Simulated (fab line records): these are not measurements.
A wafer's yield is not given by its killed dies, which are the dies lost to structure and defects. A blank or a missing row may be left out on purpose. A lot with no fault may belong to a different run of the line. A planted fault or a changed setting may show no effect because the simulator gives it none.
Matching of chambers / flow berkeley-cmos170 / UCB170_M1_ETCH_11 on rie-diel-04 has 3 sister chambers
The step etches BARC in N2/H2. 14 wafers are shown with their chamber, then 6 later ones without.

## WAFERS PAIRED WITH THEIR CHAMBERS
wafer=L684.2; chamber=2; drypump-motor-current-A (A)=4.8; throttle-valve-pct (%)=13.01; oes-product-au (a.u.)=0.974
wafer=L684.4; chamber=0; drypump-motor-current-A (A)=6.4; throttle-valve-pct (%)=13.25; oes-product-au (a.u.)=0.982
wafer=L684.5; chamber=3; drypump-motor-current-A (A)=5.4; throttle-valve-pct (%)=13.28; oes-product-au (a.u.)=1.007
wafer=L685.2; chamber=3; drypump-motor-current-A (A)=5.4; throttle-valve-pct (%)=13.28; oes-product-au (a.u.)=1.011
wafer=L685.3; chamber=2; drypump-motor-current-A (A)=4.8; throttle-valve-pct (%)=13.00; oes-product-au (a.u.)=0.979
wafer=L685.4; chamber=0; drypump-motor-current-A (A)=6.4; throttle-valve-pct (%)=13.29; oes-product-au (a.u.)=1.000
wafer=L688.1; chamber=2; drypump-motor-current-A (A)=4.8; throttle-valve-pct (%)=13.02; oes-product-au (a.u.)=0.961
wafer=L688.4; chamber=3; drypump-motor-current-A (A)=5.3; throttle-valve-pct (%)=13.30; oes-product-au (a.u.)=1.013
wafer=L688.6; chamber=2; drypump-motor-current-A (A)=4.8; throttle-valve-pct (%)=13.02; oes-product-au (a.u.)=0.977
wafer=L691.2; chamber=3; drypump-motor-current-A (A)=5.4; throttle-valve-pct (%)=13.29; oes-product-au (a.u.)=1.006
wafer=L691.4; chamber=2; drypump-motor-current-A (A)=4.8; throttle-valve-pct (%)=13.02; oes-product-au (a.u.)=0.969
wafer=L691.6; chamber=3; drypump-motor-current-A (A)=5.4; throttle-valve-pct (%)=13.27; oes-product-au (a.u.)=1.004
wafer=L696.1; chamber=0; drypump-motor-current-A (A)=6.4; throttle-valve-pct (%)=13.27; oes-product-au (a.u.)=0.994
wafer=L696.3; chamber=3; drypump-motor-current-A (A)=5.4; throttle-valve-pct (%)=13.30; oes-product-au (a.u.)=1.000

SIGNATURES (averages over the wafers above)
reading=drypump-motor-current-A; chamber 0=6.400; chamber 2=4.800; chamber 3=5.383; scatter within a chamber=0.0275
reading=throttle-valve-pct; chamber 0=13.2700; chamber 2=13.0140; chamber 3=13.2867; scatter within a chamber=0.013
reading=oes-product-au; chamber 0=0.99200; chamber 2=0.97200; chamber 3=1.00683; scatter within a chamber=0.00665
Rule: a wafer lies at a distance from a chamber equal to the root of the sum of squares, over the readings, of (its reading less the chamber's mean, divided by the reading's scatter). The wafer belongs to the nearest chamber; if the next one is less than 2 further off, it can't be placed. How the scatter is found: for the shown wafers, subtract from each reading the mean of its chamber, square and add these, divide the total by (wafers less chambers), then take the root.

## WAFERS WITH NO CHAMBER GIVEN
wafer=L696.4; drypump-motor-current-A (A)=6.4; throttle-valve-pct (%)=13.29; oes-product-au (a.u.)=1.006
wafer=L705.1; drypump-motor-current-A (A)=6.4; throttle-valve-pct (%)=13.29; oes-product-au (a.u.)=0.986
wafer=L705.3; drypump-motor-current-A (A)=4.8; throttle-valve-pct (%)=12.99; oes-product-au (a.u.)=0.982
wafer=L707.2; drypump-motor-current-A (A)=6.4; throttle-valve-pct (%)=13.27; oes-product-au (a.u.)=0.992
wafer=L707.4; drypump-motor-current-A (A)=5.4; throttle-valve-pct (%)=13.28; oes-product-au (a.u.)=1.015
wafer=L707.6; drypump-motor-current-A (A)=4.8; throttle-valve-pct (%)=12.99; oes-product-au (a.u.)=0.977

## WHICH CHAMBER EACH WENT THROUGH
wafer=L696.4; from the rows above=0; in truth=0
wafer=L705.1; from the rows above=0; in truth=0
wafer=L705.3; from the rows above=2; in truth=2
wafer=L707.2; from the rows above=0; in truth=0
wafer=L707.4; from the rows above=3; in truth=3
wafer=L707.6; from the rows above=2; in truth=2
Correct placement for 6 of the 6. Not placeable from these rows: 0. 0 placed wrongly.
